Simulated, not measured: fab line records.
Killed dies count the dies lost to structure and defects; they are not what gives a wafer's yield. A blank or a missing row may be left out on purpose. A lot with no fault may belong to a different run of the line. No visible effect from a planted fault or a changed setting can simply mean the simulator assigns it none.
The tool behind it: which one?    flow rit_cmos    14 lots with 42 wafers sampled at 5 steps, on a route of 202 steps

== WHAT THE GAUGES SHOWED, per wafer ==
RIT_NRETRO_TW_MEAS_10.
lot   measured     on             NRETRO_TW
L788  day 2 11:37  film_metro-01  1040 1039 1048
L789  day 2 16:58  film_metro-01  1047 1045 1051
L790  day 2 22:28  film_metro-03  1051 1048 1046
L791  day 3 01:29  film_metro-01  1044 1045 1046
L792  day 3 06:35  film_metro-03  1051 1051 1051
L793  day 3 10:56  film_metro-02  1060 1062 1068
L794  day 3 16:25  film_metro-02  1065 1067 1066
L796  day 4 00:01  film_metro-02  1054 1064 1059
L797  day 4 07:47  film_metro-03  1047 1048 1053
L802  day 5 06:02  film_metro-01  926 923 927 925 923 923
L804  day 5 14:56  film_metro-03  920 921 924 922 923 923
L806  day 6 06:04  film_metro-01  1054 1060 1051
L808  day 6 12:53  film_metro-01  1054 1056 1052
L809  day 6 16:49  film_metro-01  1058 1051 1055

RIT_M1_THK_MEAS_02: measures by xrf.
lot   measured     on             M1_AL_THK (nm)
L788  day 3 14:20  film_metro-01  384 385 384
L789  day 3 19:04  film_metro-02  394 390 391
L790  day 3 22:34  film_metro-02  386 389 386
L791  day 4 06:31  film_metro-03  383 378 378
L792  day 4 09:52  film_metro-03  383 384 387
L793  day 4 13:50  film_metro-01  391 381 381
L794  day 4 23:14  film_metro-01  386 389 386
L796  day 5 02:28  film_metro-01  384 383 381
L797  day 5 15:37  film_metro-03  384 389 380
L802  day 6 09:38  film_metro-01  385 379 382
L804  day 6 21:32  film_metro-02  398 396 393
L806  day 7 10:04  film_metro-02  385 384 386
L808  day 7 16:24  film_metro-03  381 384 384
L809  day 7 19:59  film_metro-03  381 382 384

RIT_M1_CD_MEAS_09: target cd 2600 nm.
lot   measured     on         cd_nm (nm)
L788  day 3 15:25  cd_sem-01  2599.3 2599.0 2598.2
L789  day 3 20:08  cd_sem-01  2598.8 2602.5 2600.1
L790  day 3 23:41  cd_sem-01  2601.8 2600.6 2601.3
L791  day 4 07:39  cd_sem-01  2596.7 2598.2 2597.1
L792  day 4 10:51  cd_sem-01  2598.4 2598.4 2598.7
L793  day 4 14:48  cd_sem-01  2599.0 2601.2 2600.3
L794  day 5 00:19  cd_sem-01  2598.3 2601.3 2599.9
L796  day 5 03:32  cd_sem-01  2601.0 2602.9 2604.0
L797  day 5 16:40  cd_sem-01  2602.5 2601.4 2599.8
L802  day 6 10:34  cd_sem-02  2600.4 2598.7 2600.1
L804  day 6 22:28  cd_sem-02  2601.6 2601.5 2598.4
L806  day 7 11:01  cd_sem-01  2602.0 2603.4 2603.5
L808  day 7 17:28  cd_sem-01  2598.0 2600.2 2598.8
L809  day 7 21:04  cd_sem-02  2601.5 2601.2 2602.3

RIT_M1_BOW_MEAS_16.
lot   measured     on             M1_BOW (um)
L788  day 3 18:04  film_metro-02  11 11 22
L789  day 3 22:41  film_metro-03  23 17 20
L790  day 4 02:13  film_metro-01  36 33 34
L791  day 4 10:14  film_metro-02  15 7 15
L792  day 4 13:26  film_metro-03  21 29 14
L793  day 4 17:20  film_metro-03  18 20 17
L794  day 5 02:51  film_metro-03  7 14 16
L796  day 5 06:04  film_metro-02  22 16 30
L797  day 5 19:16  film_metro-03  12 13 25
L802  day 6 13:08  film_metro-02  14 15 12
L804  day 7 01:01  film_metro-01  10 20 20
L806  day 7 13:34  film_metro-01  26 15 20
L808  day 7 20:08  film_metro-01  12 24 23
L809  day 7 23:46  film_metro-02  14 24 18

== WHAT TOOL EACH LOT RAN ON (gives the tool, then ch and the chambers of the sampled wafers, and finally the start) ==
lot   RIT_NRETRO_IMPLANT_08
L788  implanter-03 ch 0, day 2 11:20
L789  implanter-03 ch 0, day 2 16:38
L790  implanter-03 ch 0, day 2 22:09
L791  implanter-01 ch 0, day 3 01:10
L792  implanter-01 ch 0, day 3 06:16
L793  implanter-03 ch 0, day 3 10:39
L794  implanter-03 ch 0, day 3 16:05
L796  implanter-01 ch 0, day 3 23:43
L797  implanter-03 ch 0, day 4 07:28
L802  implanter-03 ch 0, day 5 05:43
L804  implanter-03 ch 0, day 5 14:37
L806  implanter-01 ch 0, day 6 05:46
L808  implanter-01 ch 0, day 6 12:34
L809  implanter-04 ch 0, day 6 16:29
- RIT_NRETRO_IMPLANT_08

== WHAT THE TOOLS THEMSELVES READ (means of the sampled wafers that have a number; where no wafer has one, the mark that the record gives instead) ==
RIT_NRETRO_IMPLANT_08.
lot   tool          dose_ions_cm2  faraday_current_uA
L788  implanter-03  9.984e+12      31.5
L789  implanter-03  9.984e+12      31.7
L790  implanter-03  9.986e+12      32.0
L791  implanter-01  9.986e+12      31.8
L792  implanter-01  9.989e+12      31.3
L793  implanter-03  1.000e+13      32.5
L794  implanter-03  9.994e+12      32.1
L796  implanter-01  9.999e+12      31.8
L797  implanter-03  1.000e+13      31.9
L802  implanter-03  6.701e+12      21.5
L804  implanter-03  6.698e+12      21.0
L806  implanter-01  1.000e+13      32.0
L808  implanter-01  9.996e+12      31.8
L809  implanter-04  1.001e+13      31.6

== THE ANSWER, worked out from the rows above alone ==
Rule: what is usual is taken from the lots themselves. Put in order of their means at a reading, lots are off if they are a third of the lots or fewer, leave a main group of 4 or more, and stand apart from it by a gap of 3 or more times the standard deviation of the main group's means; of several such gaps the widest counts. If all means in a main group match to the digits the tables above print for the reading, that group is not used. Also off: a lot with no number at a reading for which 4 or more lots have one. The other lots that the step has rows for count as sound. After the gauges, taken in route order, come the tools' own readings; for these a lot's mean is taken, as printed above. The first step at which some lot is off is used, and at that step the reading that is off furthest; a lot without a number counts as furthest.
Off: at RIT_NRETRO_TW_MEAS_10 (NRETRO_TW), L802, L804. For the main group the mean is 1053 and the standard deviation 6.9.
If a tool, at a process step before that reading, ran all the lots that are off and no sound lot after the first of them, it fits. Not tried: the gauges at RIT_NRETRO_TW_MEAS_10; whatever is off there is also off at RIT_NRETRO_IMPLANT_08, on other tools, and gauge error can't account for it. One fits: RIT_NRETRO_IMPLANT_08 on implanter-03. A fault onset in the window from L797 (day 4 07:28, its last sound lot) to L802 (day 5 05:43, its first lot off) fits.
The tool's own readings at RIT_NRETRO_IMPLANT_08 bear it out: on the lots that are off they differ by more than 5 times the standard deviation of the sound lots' means. dose_ions_cm2 reads 6.700e+12 there against 9.994e+12 on the sound lots; faraday_current_uA reads 21.2 there against 31.8 on the sound lots.

== WHAT WAS PUT IN BY THE SIMULATOR ==
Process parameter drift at RIT_NRETRO_IMPLANT_08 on implanter-03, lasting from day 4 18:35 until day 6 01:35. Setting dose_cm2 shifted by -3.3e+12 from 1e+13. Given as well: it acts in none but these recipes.
Shown lots that were struck: L802, L804. Same finding as the rule above.
